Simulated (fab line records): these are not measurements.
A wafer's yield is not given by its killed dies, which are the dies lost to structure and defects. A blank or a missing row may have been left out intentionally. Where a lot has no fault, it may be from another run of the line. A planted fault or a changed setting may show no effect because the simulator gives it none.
8D (eight disciplines) problem report, filled in by code | flow berkeleyCmos170 | the parts of the form that need people (team, actions taken, sign-off) are left out

1. PROBLEM STATEMENT
V1_TEOS_THK at UCB170_V1_THK_MEAS_01 reads a mean of 1699 nm on 1 wafer of 1 lot; wafers without a fault read 1996 nm with a standard deviation of 25. Relative to the usual mean, that is a shift of -12 standard deviations.
The first sign was on wafer L990.2 at day 11 00:29, on filmMetro-04. The record has a number at this step for 39 wafers belonging to 13 lots. Rule for "out", or "out of limits": more than 4 standard deviations from the usual mean. The rest of the wafers with a number are treated as sound.

2. WHAT IT IS, WHAT IT ISN'T
question                    | is                | is not
which readings at this step | V1_TEOS_THK       | -
which lots                  | L990              | L100, L978, L980, L981, L983, L984, L985, L986, L987, L988, L997, L998
which wafers of those lots  | L990.2            | L990.3, L990.6
read on which gauges        | filmMetro-04      | filmMetro-01, filmMetro-03
when                        | from day 11 00:29 | up to then (29 sound wafers); but 9 sound wafers of L100, L997, L998 came after

3. SUSPECTS, AND WHAT RULES EACH OUT
Counting: if a tool at a process step up to the reading ran every lot that is out, it stays a suspect. Sound lots after the first of them don't rule it out here, since some wafers of a struck lot are sound.
- the gauge at UCB170_V1_THK_MEAS_01 is ruled out. All the wafers that are out were read on filmMetro-04, but those of them that UCB170_V1_CVD_00 has rows for are out there too, on other tools.
- rtpAnneal-02 at UCB170_SDANNEAL_RTA_00 (time 10 s): kept. L990, the lot that is out, went through it at day 10 13:16; up to then, the latest sound lot through it was L987 at day 10 01:37.
- rieDiel-01 at UCB170_CONTACT_ETCH_17 (etches BARC in N2/H2): kept. L990, the lot that is out, went through it at day 10 20:37; up to then, the latest sound lot through it was L985 at day 9 23:16.
- pecvd-02 at UCB170_V1_CVD_00 (deposits SiO2 from TEOS/O2, target thk 2000 nm, time 250 s): kept. L990, the lot that is out, went through it at day 11 00:19; up to then, the latest sound lot through it was L988 at day 10 10:46. On those wafers its own readings are out: rfFwdPowerW.
- In pecvd-02 at UCB170_V1_CVD_00, the wafers that are out were processed in chamber 0 and their sound lot-mates in chambers 1, 2.
The count leaves rtpAnneal-02 at UCB170_SDANNEAL_RTA_00, rieDiel-01 at UCB170_CONTACT_ETCH_17, and pecvd-02 at UCB170_V1_CVD_00.

4. THE CAUSE (what the simulator had put in)
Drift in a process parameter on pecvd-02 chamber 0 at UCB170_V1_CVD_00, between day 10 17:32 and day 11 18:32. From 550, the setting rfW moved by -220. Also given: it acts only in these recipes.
3 suspects survive the count, and this tool is in that group.

5. THE CHAIN OF EFFECTS, in route order
Each row: a reading whose mean over the struck wafers that have a number lies more than 3 standard deviations from the usual. Scope: only readings with a usual standard deviation given in the record; hours: median across lots of the time from each lot's start at the first step in this table that gives one to its start at this step; sigmas: change in usual standard deviations.
hours | step                  | reading     | usual   | on struck wafers | change | sigmas
0     | UCB170_V1_CVD_00      | rfFwdPowerW | 548.4 W | 327.4            | -221.0 | -99 or more
0     | UCB170_V1_THK_MEAS_01 | V1_TEOS_THK | 1996 nm | 1699             | -297   | -12
It contains these process steps:
- UCB170_V1_CVD_00: deposits SiO2 from TEOS/O2, target thk 2000 nm, time 250 s.

6. WHAT WOULD HAVE CAUGHT IT SOONER
7 hours passed between the start of the fault at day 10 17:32 and the first reading out of limits at a measuring or inspecting step in this record, taken at day 11 00:29.
Tool's own readings at UCB170_V1_CVD_00, rfFwdPowerW: out on all struck wafers the step has rows for; an alarm limit on them would have tripped on the first.
By day 11 00:29 the whole set of lots that are out, 1 in number, had already begun UCB170_V1_CVD_00 on pecvd-02. A hold on the tool at that time would have spared none of them.
